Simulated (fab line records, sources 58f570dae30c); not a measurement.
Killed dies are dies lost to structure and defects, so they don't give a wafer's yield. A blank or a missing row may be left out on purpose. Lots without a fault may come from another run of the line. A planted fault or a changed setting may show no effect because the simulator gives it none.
Which tool did it? | flow berkeley_cmos170 | 15 lots, 45 wafers sampled, at 3 steps of a route of 331

WHAT THE GAUGES READ, wafer by wafer
UCB170_M2_RS_MEAS_02: measures by four-point-probe.
lot  | measured     | on            | M2_AL_RS (ohm/sq)
L884 | day 8 01:25  | film_metro-04 | 0.0321 0.0319 0.0326
L885 | day 8 16:05  | film_metro-03 | 0.0322 0.0322 0.0327
L889 | day 9 03:44  | film_metro-04 | 0.0317 0.0323 0.0318
L887 | day 9 03:53  | film_metro-01 | 0.0330 0.0328 0.0326
L888 | day 9 04:42  | film_metro-03 | 0.0326 0.0326 0.0324
L892 | day 10 09:20 | film_metro-04 | 0.0314 0.0319 0.0315
L893 | day 10 09:26 | film_metro-03 | 0.0319 0.0322 0.0318
L894 | day 10 09:38 | film_metro-01 | 0.0319 0.0322 0.0324
L896 | day 11 02:23 | film_metro-04 | 0.0321 0.0325 0.0325
L899 | day 11 11:36 | film_metro-01 | 0.0316 0.0313 0.0319
L900 | day 11 12:03 | film_metro-03 | 0.0296 0.0291 0.0294
L897 | day 11 13:02 | film_metro-04 | 0.0293 0.0300 0.0299
L902 | day 12 02:37 | film_metro-04 | 0.0295 0.0294 0.0292
L903 | day 12 14:22 | film_metro-01 | 0.0317 0.0319 0.0318
L905 | day 12 18:19 | film_metro-03 | 0.0330 0.0324 0.0328

UCB170_M2_THK_MEAS_03: measures by xrf.
lot  | measured     | on            | M2_AL_THK (nm)
L884 | day 8 01:32  | film_metro-04 | 888 894 882
L885 | day 8 16:12  | film_metro-03 | 898 895 876
L889 | day 9 03:52  | film_metro-04 | 901 891 898
L887 | day 9 04:01  | film_metro-01 | 864 869 872
L888 | day 9 04:49  | film_metro-03 | 882 879 881
L892 | day 10 09:26 | film_metro-04 | 919 903 913
L893 | day 10 09:33 | film_metro-03 | 905 896 912
L894 | day 10 09:44 | film_metro-01 | 897 884 885
L896 | day 11 02:30 | film_metro-04 | 894 883 893
L899 | day 11 11:43 | film_metro-01 | 903 913 899
L900 | day 11 12:09 | film_metro-03 | 971 985 972
L897 | day 11 13:09 | film_metro-04 | 986 956 959
L902 | day 12 02:44 | film_metro-04 | 966 971 987
L903 | day 12 14:28 | film_metro-01 | 894 893 893
L905 | day 12 18:25 | film_metro-03 | 873 889 874

WHICH TOOL RAN EACH LOT (tool, then ch and the chambers of the sampled wafers, then the start)
lot  | UCB170_M2_SPUTTER_01
L884 | pvd_sputter-03, day 8 01:19
L885 | pvd_sputter-03, day 8 16:00
L889 | pvd_sputter-01, day 9 03:40
L887 | pvd_sputter-02, day 9 03:49
L888 | pvd_sputter-03, day 9 04:37
L892 | pvd_sputter-01, day 10 09:14
L893 | pvd_sputter-03, day 10 09:21
L894 | pvd_sputter-02, day 10 09:30
L896 | pvd_sputter-03, day 11 02:17
L899 | pvd_sputter-01, day 11 11:29
L900 | pvd_sputter-03, day 11 11:55
L897 | pvd_sputter-03, day 11 12:56
L902 | pvd_sputter-03, day 12 02:32
L903 | pvd_sputter-01, day 12 14:14
L905 | pvd_sputter-02, day 12 18:11
- UCB170_M2_SPUTTER_01: material Al, target thk 900 nm, time 120 s.

WHAT THE TOOLS THEMSELVES READ (means of the sampled wafers that have a number; where no wafer has one, the mark that the record gives instead)
UCB170_M2_SPUTTER_01.
lot  | tool           | cathode_dc_power_W (W) | throttle_valve_pct (%)
L884 | pvd_sputter-03 | 6000.1                 | 29.4
L885 | pvd_sputter-03 | 6000.0                 | 30.1
L889 | pvd_sputter-01 | 5999.8                 | 31.2
L887 | pvd_sputter-02 | 6001.0                 | 30.2
L888 | pvd_sputter-03 | 6000.2                 | 29.4
L892 | pvd_sputter-01 | 5999.5                 | 30.5
L893 | pvd_sputter-03 | 5999.9                 | 29.4
L894 | pvd_sputter-02 | 5999.3                 | 30.2
L896 | pvd_sputter-03 | 6000.6                 | 30.2
L899 | pvd_sputter-01 | 6000.0                 | 30.8
L900 | pvd_sputter-03 | 6602.0                 | 30.1
L897 | pvd_sputter-03 | 6602.3                 | 30.2
L902 | pvd_sputter-03 | 6601.1                 | 29.7
L903 | pvd_sputter-01 | 5999.9                 | 31.0
L905 | pvd_sputter-02 | 5999.8                 | 30.2

THE ANSWER, worked out from the rows above alone
Rule: what is usual is taken from the lots themselves. Put in order of their means at a reading, lots are off if they are a third of the lots or fewer, leave a main group of 4 or more, and stand apart from it by a gap of 3 or more times the standard deviation of the main group's means; of several such gaps the widest counts. A main group whose means are all the same, to the digits that the tables above print for the reading, isn't used. A lot without any number at a reading at which 4 lots or more have one is off too. The other lots that the step has rows for count as sound. The gauges are gone through in route order, then the tools' own readings, and for those a lot's mean is taken as printed above. The first step at which some lot is off is used, and at that step the reading that is off furthest; a lot without a number counts as furthest.
Off: L900, L897, L902, at UCB170_M2_RS_MEAS_02 (M2_AL_RS). The main group: mean 0.0322 ohm/sq, standard deviation 0.00039.
A tool fits if, at a process step before that reading, it ran every lot that is off, and no sound lot after the first of them. The gauges at UCB170_M2_RS_MEAS_02 aren't tried: what is off there is off at UCB170_M2_SPUTTER_01 too, on other tools, and a gauge's error can't cause that. One fits: pvd_sputter-03 at UCB170_M2_SPUTTER_01. Its last sound lot is L896 (day 11 02:17), its first lot that is off L900 (day 11 11:55): a fault that began between those two fits.
The tool's own readings at UCB170_M2_SPUTTER_01 bear it out: on the lots that are off they differ by more than 5 times the standard deviation of the sound lots' means. cathode_dc_power_W reads 6601.8 W there against 6000.0 W on the sound lots.

WHAT THE SIMULATOR HAD PUT IN
Process parameter drift: pvd_sputter-03, from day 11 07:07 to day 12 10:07, at UCB170_M2_SPUTTER_01. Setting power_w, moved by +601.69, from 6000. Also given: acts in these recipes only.
Lots struck among those shown: L900, L897, L902. The rule above found the same.
